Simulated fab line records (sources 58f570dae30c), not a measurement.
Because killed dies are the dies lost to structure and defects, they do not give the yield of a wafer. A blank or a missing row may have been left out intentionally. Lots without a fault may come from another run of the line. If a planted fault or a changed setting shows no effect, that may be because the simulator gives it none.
The tool behind it: which one? :: flow berkeleyCmos170 :: 14 lots, 42 wafers sampled, at 5 steps of a route of 331

== WHAT THE GAUGES SHOWED, per wafer ==
UCB170_M2_CD_MEAS_90: the cd target is 700 nm. Usual: cdNm reads 704 nm (standard deviation 4.5).
lot: L272
measured: day 8 09:58
on: cdSem-02
cdNm (nm): 710 704 704
flag: 

lot: L273
measured: day 9 02:54
on: cdSem-02
cdNm (nm): 703 707 703
flag: 

lot: L276
measured: day 9 03:59
on: cdSem-01
cdNm (nm): 707 708 702
flag: 

lot: L275
measured: day 9 06:30
on: cdSem-02
cdNm (nm): 707 694 706
flag: 

lot: L274
measured: day 9 08:06
on: cdSem-01
cdNm (nm): 709 705 708
flag: 

lot: L281
measured: day 10 06:18
on: cdSem-01
cdNm (nm): 700 700 702
flag: 

lot: L282
measured: day 10 20:10
on: cdSem-01
cdNm (nm): 701 700 707
flag: 

lot: L283
measured: day 10 22:58
on: cdSem-02
cdNm (nm): 702 705 701
flag: 

lot: L284
measured: day 11 01:35
on: cdSem-02
cdNm (nm): 699 703 699
flag: 

lot: L286
measured: day 11 08:15
on: cdSem-02
cdNm (nm): 702 707 706
flag: 

lot: L289
measured: day 11 23:01
on: cdSem-02
cdNm (nm): 712 703 706
flag: 

lot: L291
measured: day 12 00:34
on: cdSem-02
cdNm (nm): 704 698 707
flag: 

lot: L290
measured: day 12 00:45
on: cdSem-01
cdNm (nm): 702 707 698
flag: 

lot: L295
measured: day 13 01:07
on: cdSem-02
cdNm (nm): 710 701 701
flag: 

UCB170_V2_CD_MEAS_12: the cd target is 700 nm. Usual: cdNm reads 700.3 nm (standard deviation 1.3).
lot: L272
measured: day 8 13:07
on: cdSem-02
cdNm (nm): 700.1 701.2 700.8
flag: 

lot: L273
measured: day 9 05:35
on: cdSem-01
cdNm (nm): 701.7 700.4 700.5
flag: 

lot: L276
measured: day 9 06:48
on: cdSem-01
cdNm (nm): 700.3 700.9 700.6
flag: 

lot: L275
measured: day 9 08:27
on: cdSem-01
cdNm (nm): 700.5 700.9 699.7
flag: 

lot: L274
measured: day 9 10:34
on: cdSem-01
cdNm (nm): 699.6 700.2 700.9
flag: 

lot: L281
measured: day 10 13:11
on: cdSem-02
cdNm (nm): 702.0 699.6 701.6
flag: 

lot: L282
measured: day 10 23:08
on: cdSem-01
cdNm (nm): 675.9 674.6 676.3
flag: OFF

lot: L283
measured: day 11 02:27
on: cdSem-02
cdNm (nm): 698.4 698.9 699.4
flag: 

lot: L284
measured: day 11 04:02
on: cdSem-01
cdNm (nm): 699.4 698.9 700.0
flag: 

lot: L286
measured: day 11 10:13
on: cdSem-01
cdNm (nm): 677.9 677.7 677.7
flag: OFF

lot: L289
measured: day 12 01:31
on: cdSem-01
cdNm (nm): 701.9 702.5 702.2
flag: 

lot: L291
measured: day 12 03:44
on: cdSem-02
cdNm (nm): 698.9 699.3 698.9
flag: 

lot: L290
measured: day 12 04:17
on: cdSem-02
cdNm (nm): 701.5 700.2 702.4
flag: 

lot: L295
measured: day 13 03:16
on: cdSem-02
cdNm (nm): 699.4 700.1 699.5
flag: 

UCB170_V2_OVL_MEAS_13. Usual: V2_OVL 0 nm, standard deviation 4.6.
lot: L272
measured: day 8 13:14
on: overlay-01
V2_OVL (nm): 4 3 -1
flag: 

lot: L273
measured: day 9 05:42
on: overlay-01
V2_OVL (nm): 0 -3 0
flag: 

lot: L276
measured: day 9 06:55
on: overlay-02
V2_OVL (nm): 0 -2 1
flag: 

lot: L275
measured: day 9 08:34
on: overlay-01
V2_OVL (nm): -4 -12 -5
flag: 

lot: L274
measured: day 9 10:41
on: overlay-02
V2_OVL (nm): 0 -3 2
flag: 

lot: L281
measured: day 10 13:17
on: overlay-02
V2_OVL (nm): 3 5 2
flag: 

lot: L282
measured: day 10 23:16
on: overlay-01
V2_OVL (nm): -3 -2 2
flag: 

lot: L283
measured: day 11 02:33
on: overlay-02
V2_OVL (nm): -8 -3 -5
flag: 

lot: L284
measured: day 11 04:10
on: overlay-01
V2_OVL (nm): -7 4 0
flag: 

lot: L286
measured: day 11 10:18
on: overlay-02
V2_OVL (nm): 4 10 12
flag: 

lot: L289
measured: day 12 01:38
on: overlay-01
V2_OVL (nm): 0 1 2
flag: 

lot: L291
measured: day 12 03:50
on: overlay-01
V2_OVL (nm): 4 5 4
flag: 

lot: L290
measured: day 12 04:23
on: overlay-02
V2_OVL (nm): -7 -8 -9
flag: 

lot: L295
measured: day 13 03:22
on: overlay-02
V2_OVL (nm): -1 0 7
flag: 

== EACH LOT AND THE TOOL THAT RAN IT (in order: tool; ch and the chambers of the sampled wafers; start) ==
lot: L272
UCB170_V2_CMP_02: cmp-01 ch 1,2,3, day 8 10:22
UCB170_V2_PEB_10: lithoTrack-01 ch 0, day 8 12:46

lot: L273
UCB170_V2_CMP_02: cmp-01 ch 2,3, day 9 03:14
UCB170_V2_PEB_10: lithoTrack-01 ch 0, day 9 05:18

lot: L276
UCB170_V2_CMP_02: cmp-02 ch 0,3, day 9 04:22
UCB170_V2_PEB_10: lithoTrack-04 ch 0, day 9 06:32

lot: L275
UCB170_V2_CMP_02: cmp-01 ch 0,1,3, day 9 06:50
UCB170_V2_PEB_10: lithoTrack-04 ch 0, day 9 08:11

lot: L274
UCB170_V2_CMP_02: cmp-01 ch 2,3, day 9 08:31
UCB170_V2_PEB_10: lithoTrack-03 ch 0, day 9 10:18

lot: L281
UCB170_V2_CMP_02: cmp-02 ch 0,1,3, day 10 06:43
UCB170_V2_PEB_10: lithoTrack-04 ch 0, day 10 12:00

lot: L282
UCB170_V2_CMP_02: cmp-01 ch 0,1, day 10 20:32
UCB170_V2_PEB_10: lithoTrack-04 ch 0, day 10 22:49

lot: L283
UCB170_V2_CMP_02: cmp-02 ch 1,2, day 10 23:17
UCB170_V2_PEB_10: lithoTrack-01 ch 0, day 11 02:00

lot: L284
UCB170_V2_CMP_02: cmp-01 ch 0,1,2, day 11 01:55
UCB170_V2_PEB_10: lithoTrack-03 ch 0, day 11 03:46

lot: L286
UCB170_V2_CMP_02: cmp-01 ch 0,2,3, day 11 08:39
UCB170_V2_PEB_10: lithoTrack-04 ch 0, day 11 09:57

lot: L289
UCB170_V2_CMP_02: cmp-02 ch 1,2,3, day 11 23:22
UCB170_V2_PEB_10: lithoTrack-01 ch 0, day 12 01:14

lot: L291
UCB170_V2_CMP_02: cmp-01 ch 1,2, day 12 00:55
UCB170_V2_PEB_10: lithoTrack-01 ch 0, day 12 03:28

lot: L290
UCB170_V2_CMP_02: cmp-02 ch 0,1,2, day 12 01:05
UCB170_V2_PEB_10: lithoTrack-01 ch 0, day 12 04:01

lot: L295
UCB170_V2_CMP_02: cmp-01 ch 0,1,2, day 13 01:27
UCB170_V2_PEB_10: lithoTrack-03 ch 0, day 13 02:49
- UCB170_V2_CMP_02: polishes SiO2.
- UCB170_V2_PEB_10

== WHAT THE TOOLS THEMSELVES READ (means of the sampled wafers that have a number; where no wafer has one, the mark that the record gives instead) ==
UCB170_V2_CMP_02. Usual: edgeZonePressureFrac 0.999, standard deviation 0.0051; headPressurePsi 5.999 psi, standard deviation 0.014; motorCurrentA 16.2 A, standard deviation 1.1; platenRpm 60.00 rpm, standard deviation 0.037; slurryFlowMlMin 150.0, standard deviation 0.43.
lot: L272
tool: cmp-01
edgeZonePressureFrac: 0.994
headPressurePsi (psi): 5.996
motorCurrentA (A): 16.4
platenRpm (rpm): 59.98
slurryFlowMlMin: 149.7
flag: 

lot: L273
tool: cmp-01
edgeZonePressureFrac: 1.001
headPressurePsi (psi): 5.991
motorCurrentA (A): 15.5
platenRpm (rpm): 60.01
slurryFlowMlMin: 150.0
flag: 

lot: L276
tool: cmp-02
edgeZonePressureFrac: 0.997
headPressurePsi (psi): 5.998
motorCurrentA (A): 14.8
platenRpm (rpm): 60.03
slurryFlowMlMin: 149.9
flag: 

lot: L275
tool: cmp-01
edgeZonePressureFrac: 1.002
headPressurePsi (psi): 6.001
motorCurrentA (A): 15.8
platenRpm (rpm): 60.00
slurryFlowMlMin: 150.1
flag: 

lot: L274
tool: cmp-01
edgeZonePressureFrac: 1.001
headPressurePsi (psi): 5.989
motorCurrentA (A): 16.5
platenRpm (rpm): 60.03
slurryFlowMlMin: 149.8
flag: 

lot: L281
tool: cmp-02
edgeZonePressureFrac: 0.999
headPressurePsi (psi): 6.004
motorCurrentA (A): 15.5
platenRpm (rpm): 60.00
slurryFlowMlMin: 150.3
flag: 

lot: L282
tool: cmp-01
edgeZonePressureFrac: 0.999
headPressurePsi (psi): 6.007
motorCurrentA (A): 16.5
platenRpm (rpm): 60.00
slurryFlowMlMin: 150.0
flag: 

lot: L283
tool: cmp-02
edgeZonePressureFrac: 0.998
headPressurePsi (psi): 6.005
motorCurrentA (A): 16.1
platenRpm (rpm): 59.99
slurryFlowMlMin: 150.1
flag: 

lot: L284
tool: cmp-01
edgeZonePressureFrac: 0.995
headPressurePsi (psi): 5.995
motorCurrentA (A): 16.9
platenRpm (rpm): 60.04
slurryFlowMlMin: 149.9
flag: 

lot: L286
tool: cmp-01
edgeZonePressureFrac: 1.000
headPressurePsi (psi): 6.002
motorCurrentA (A): 15.8
platenRpm (rpm): 59.99
slurryFlowMlMin: 150.1
flag: 

lot: L289
tool: cmp-02
edgeZonePressureFrac: 1.003
headPressurePsi (psi): 5.996
motorCurrentA (A): 16.1
platenRpm (rpm): 60.02
slurryFlowMlMin: 149.9
flag: 

lot: L291
tool: cmp-01
edgeZonePressureFrac: 0.996
headPressurePsi (psi): 6.014
motorCurrentA (A): 17.2
platenRpm (rpm): 60.04
slurryFlowMlMin: 150.1
flag: 

lot: L290
tool: cmp-02
edgeZonePressureFrac: 0.997
headPressurePsi (psi): 6.002
motorCurrentA (A): 16.4
platenRpm (rpm): 60.01
slurryFlowMlMin: 150.0
flag: 

lot: L295
tool: cmp-01
edgeZonePressureFrac: 1.003
headPressurePsi (psi): 6.004
motorCurrentA (A): 15.9
platenRpm (rpm): 60.03
slurryFlowMlMin: 150.3
flag: 

UCB170_V2_PEB_10. Usual: chillPlateTempC 23.01 C, standard deviation 0.1; heaterPowerTotalW 56.80 W, standard deviation 0.045; plateTempC 129.97 C, standard deviation 0.14.
lot: L272
tool: lithoTrack-01
chillPlateTempC (C): 23.08
heaterPowerTotalW (W): 56.83
plateTempC (C): 129.76
flag: 

lot: L273
tool: lithoTrack-01
chillPlateTempC (C): 23.02
heaterPowerTotalW (W): 56.83
plateTempC (C): 129.97
flag: 

lot: L276
tool: lithoTrack-04
chillPlateTempC (C): 22.93
heaterPowerTotalW (W): 56.83
plateTempC (C): 130.11
flag: 

lot: L275
tool: lithoTrack-04
chillPlateTempC (C): 22.93
heaterPowerTotalW (W): 56.78
plateTempC (C): 129.86
flag: 

lot: L274
tool: lithoTrack-03
chillPlateTempC (C): 22.94
heaterPowerTotalW (W): 56.76
plateTempC (C): 129.93
flag: 

lot: L281
tool: lithoTrack-04
chillPlateTempC (C): 23.09
heaterPowerTotalW (W): 56.81
plateTempC (C): 129.98
flag: 

lot: L282
tool: lithoTrack-04
chillPlateTempC (C): 23.02
heaterPowerTotalW (W): 54.89
plateTempC (C): 126.79
flag: OFF

lot: L283
tool: lithoTrack-01
chillPlateTempC (C): 23.06
heaterPowerTotalW (W): 56.80
plateTempC (C): 129.98
flag: 

lot: L284
tool: lithoTrack-03
chillPlateTempC (C): 22.91
heaterPowerTotalW (W): 56.83
plateTempC (C): 129.89
flag: 

lot: L286
tool: lithoTrack-04
chillPlateTempC (C): 23.13
heaterPowerTotalW (W): 54.88
plateTempC (C): 126.48
flag: OFF

lot: L289
tool: lithoTrack-01
chillPlateTempC (C): 22.97
heaterPowerTotalW (W): 56.77
plateTempC (C): 130.04
flag: 

lot: L291
tool: lithoTrack-01
chillPlateTempC (C): 23.11
heaterPowerTotalW (W): 56.78
plateTempC (C): 130.00
flag: 

lot: L290
tool: lithoTrack-01
chillPlateTempC (C): 23.12
heaterPowerTotalW (W): 56.78
plateTempC (C): 130.05
flag: 

lot: L295
tool: lithoTrack-03
chillPlateTempC (C): 22.99
heaterPowerTotalW (W): 56.82
plateTempC (C): 130.00
flag: 

== THE ANSWER, worked out from the rows above alone ==
Rule: lot off if the mean of its wafers having a number is beyond 3 standard deviations from the usual mean. Also off: a lot with no number at a reading for which 4 or more lots have one. All remaining lots with rows at the step are treated as sound. Order of review: gauges by route order, followed by the tools' own readings, for which a lot's mean as printed above is used. The first step at which some lot is off is used, and at that step the reading that is off furthest; a lot without a number counts as furthest.
Off, at UCB170_V2_CD_MEAS_12 on cdNm: L282, L286.
If a tool, at a process step before that reading, ran all the lots that are off and no sound lot after the first of them, it fits. The gauges at UCB170_V2_CD_MEAS_12 aren't tried: what is off there is off at UCB170_V2_PEB_10 too, on other tools, and a gauge's error can't cause that. One candidate fits, namely lithoTrack-04 at UCB170_V2_PEB_10. A fault onset in the window from L281 (day 10 12:00, its last sound lot) to L282 (day 10 22:49, its first lot off) fits.
The tool's own readings at UCB170_V2_PEB_10 bear it out: on the lots that are off they differ by more than 5 times the standard deviation of the sound lots' means. heaterPowerTotalW reads 54.89 W there against 56.80 W on the sound lots; plateTempC reads 126.64 C there against 129.96 C on the sound lots.

== WHAT THE SIMULATOR PUT IN ==
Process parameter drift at UCB170_V2_PEB_10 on lithoTrack-04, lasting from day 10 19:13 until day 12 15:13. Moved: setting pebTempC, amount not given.
Struck lots among those shown: L282, L286. This agrees with what the rule above found.
